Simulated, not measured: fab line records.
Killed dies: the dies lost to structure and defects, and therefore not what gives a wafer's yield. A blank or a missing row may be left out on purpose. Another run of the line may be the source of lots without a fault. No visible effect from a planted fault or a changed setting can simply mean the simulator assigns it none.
Lot-split experiment :: flow ritCmos :: 5 lots, 23 wafers read, on a route of 202 steps

ABOUT THE SPLIT
At RIT_ACTIVE_CVD_03 (deposits Si3N4 from SiH2Cl2/NH3, target thk 150 nm, time 1500 s), the setting tempC was moved away from the recipe's 810 C on 15 of the 23 wafers read, by -2.9% to -0.9%. All remaining wafers had this setting at the recipe value.

FROM THE SPLIT TO THE READING: what the file shows between them, 7 steps
- RIT_ACTIVE_THK_MEAS_04
- RIT_ACTIVE_COAT_06: resist thk 1000 nm (also split here: resistThkNm)
- RIT_ACTIVE_SOFTBAKE_07: time 60 s (also split here: tempC)
- RIT_ACTIVE_EXPOSE_08: exposes mask M1, target cd 1400 nm
- RIT_ACTIVE_PEB_09
- RIT_ACTIVE_DEVELOP_10: develop time 50 s
- RIT_ACTIVE_HARDBAKE_12: time 60 s

THE READING
oesProductAu, in a.u., at RIT_ACTIVE_ETCH_13 (etches Si3N4 in SF6, stops on SiO2, time 210 s, target depth 210 nm). Typical for fault-free wafers on this fab line: 0.821 a.u., with standard deviation 0.01 a.u.

wafer: L075.1
tool, chamber at the split: -, -
tempC as run, C: 792.7
against the recipe: -2.1%
oesProductAu, a.u.: 0.701
against lot-mates on the recipe: no lot-mate on the recipe

wafer: L075.2
tool, chamber at the split: -, -
tempC as run, C: 792.7
against the recipe: -2.1%
oesProductAu, a.u.: 0.692
against lot-mates on the recipe: no lot-mate on the recipe

wafer: L075.4
tool, chamber at the split: -, -
tempC as run, C: 792.7
against the recipe: -2.1%
oesProductAu, a.u.: 0.713
against lot-mates on the recipe: no lot-mate on the recipe

wafer: L075.5
tool, chamber at the split: -, -
tempC as run, C: 792.7
against the recipe: -2.1%
oesProductAu, a.u.: 0.712
against lot-mates on the recipe: no lot-mate on the recipe

wafer: L075.6
tool, chamber at the split: -, -
tempC as run, C: 792.7
against the recipe: -2.1%
oesProductAu, a.u.: 0.698
against lot-mates on the recipe: no lot-mate on the recipe

wafer: L076.2
tool, chamber at the split: -, -
tempC as run, C: 810
against the recipe: recipe
oesProductAu, a.u.: 0.823
against lot-mates on the recipe: -

wafer: L076.3
tool, chamber at the split: -, -
tempC as run, C: 810
against the recipe: recipe
oesProductAu, a.u.: 0.821
against lot-mates on the recipe: -

wafer: L076.4
tool, chamber at the split: -, -
tempC as run, C: 810
against the recipe: recipe
oesProductAu, a.u.: 0.835
against lot-mates on the recipe: -

wafer: L076.5
tool, chamber at the split: -, -
tempC as run, C: 810
against the recipe: recipe
oesProductAu, a.u.: 0.851
against lot-mates on the recipe: -

wafer: L076.6
tool, chamber at the split: -, -
tempC as run, C: 810
against the recipe: recipe
oesProductAu, a.u.: 0.824
against lot-mates on the recipe: -

wafer: L077.1
tool, chamber at the split: -, -
tempC as run, C: 786.7
against the recipe: -2.9%
oesProductAu, a.u.: 0.693
against lot-mates on the recipe: no lot-mate on the recipe

wafer: L077.2
tool, chamber at the split: -, -
tempC as run, C: 786.7
against the recipe: -2.9%
oesProductAu, a.u.: 0.652
against lot-mates on the recipe: no lot-mate on the recipe

wafer: L077.3
tool, chamber at the split: -, -
tempC as run, C: 786.7
against the recipe: -2.9%
oesProductAu, a.u.: 0.662
against lot-mates on the recipe: no lot-mate on the recipe

wafer: L077.4
tool, chamber at the split: -, -
tempC as run, C: 786.7
against the recipe: -2.9%
oesProductAu, a.u.: 0.659
against lot-mates on the recipe: no lot-mate on the recipe

wafer: L077.5
tool, chamber at the split: -, -
tempC as run, C: 786.7
against the recipe: -2.9%
oesProductAu, a.u.: 0.685
against lot-mates on the recipe: no lot-mate on the recipe

wafer: L079.2
tool, chamber at the split: lpcvd-02, 1
tempC as run, C: 810
against the recipe: recipe
oesProductAu, a.u.: 0.821
against lot-mates on the recipe: -

wafer: L079.4
tool, chamber at the split: lpcvd-02, 1
tempC as run, C: 810
against the recipe: recipe
oesProductAu, a.u.: 0.825
against lot-mates on the recipe: -

wafer: L079.5
tool, chamber at the split: lpcvd-02, 1
tempC as run, C: 810
against the recipe: recipe
oesProductAu, a.u.: 0.805
against lot-mates on the recipe: -

wafer: L083.1
tool, chamber at the split: -, -
tempC as run, C: 802.5
against the recipe: -0.9%
oesProductAu, a.u.: 0.816
against lot-mates on the recipe: no lot-mate on the recipe

wafer: L083.2
tool, chamber at the split: -, -
tempC as run, C: 802.5
against the recipe: -0.9%
oesProductAu, a.u.: 0.788
against lot-mates on the recipe: no lot-mate on the recipe

wafer: L083.3
tool, chamber at the split: -, -
tempC as run, C: 802.5
against the recipe: -0.9%
oesProductAu, a.u.: 0.815
against lot-mates on the recipe: no lot-mate on the recipe

wafer: L083.4
tool, chamber at the split: -, -
tempC as run, C: 802.5
against the recipe: -0.9%
oesProductAu, a.u.: 0.779
against lot-mates on the recipe: no lot-mate on the recipe

wafer: L083.6
tool, chamber at the split: -, -
tempC as run, C: 802.5
against the recipe: -0.9%
oesProductAu, a.u.: 0.778
against lot-mates on the recipe: no lot-mate on the recipe

FIT RESULTS
A straight line over all 23 wafers: oesProductAu changes by +0.0562 a.u. for each +1% of tempC; r = +0.97; the points scatter about the line by 0.017 a.u.
Too few moved wafers have a lot-mate on the recipe to fit a line with each lot's own level taken away.

THE WHOLE CHAIN: every reading that the file lists as answering this split, in the file's order
step: RIT_ACTIVE_CVD_03
what it does: deposits Si3N4 from SiH2Cl2/NH3, target thk 150 nm, time 1500 s
reading: Si3N4_of_ACTIVE_CVD_03.thkNm (the simulator's own value, which no gauge read)
change (the file's fit): +18.7 nm for each +1% of the setting
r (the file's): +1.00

step: RIT_ACTIVE_THK_MEAS_04
what it does: 
reading: ACTIVE_NITRIDE_THK
change (the file's fit): +18.7 for each +1% of the setting
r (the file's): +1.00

step: RIT_ACTIVE_ETCH_13
what it does: etches Si3N4 in SF6, stops on SiO2, time 210 s, target depth 210 nm
reading: oesProductAu
change (the file's fit): +0.0562 a.u. for each +1% of the setting
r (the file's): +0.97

step: RIT_ACTIVE_ETCH_13
what it does: etches Si3N4 in SF6, stops on SiO2, time 210 s, target depth 210 nm
reading: etch.depthNm (the simulator's own value, which no gauge read)
change (the file's fit): +18.7 nm for each +1% of the setting
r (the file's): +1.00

step: RIT_ACTIVE_ETCH_13
what it does: etches Si3N4 in SF6, stops on SiO2, time 210 s, target depth 210 nm
reading: ACTIVE.featureDepthNm (the simulator's own value, which no gauge read)
change (the file's fit): +19.1 nm for each +1% of the setting
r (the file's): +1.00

THE FILE'S OWN FIT
oesProductAu changes by +0.0562 a.u. for each +1% of tempC, r = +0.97.
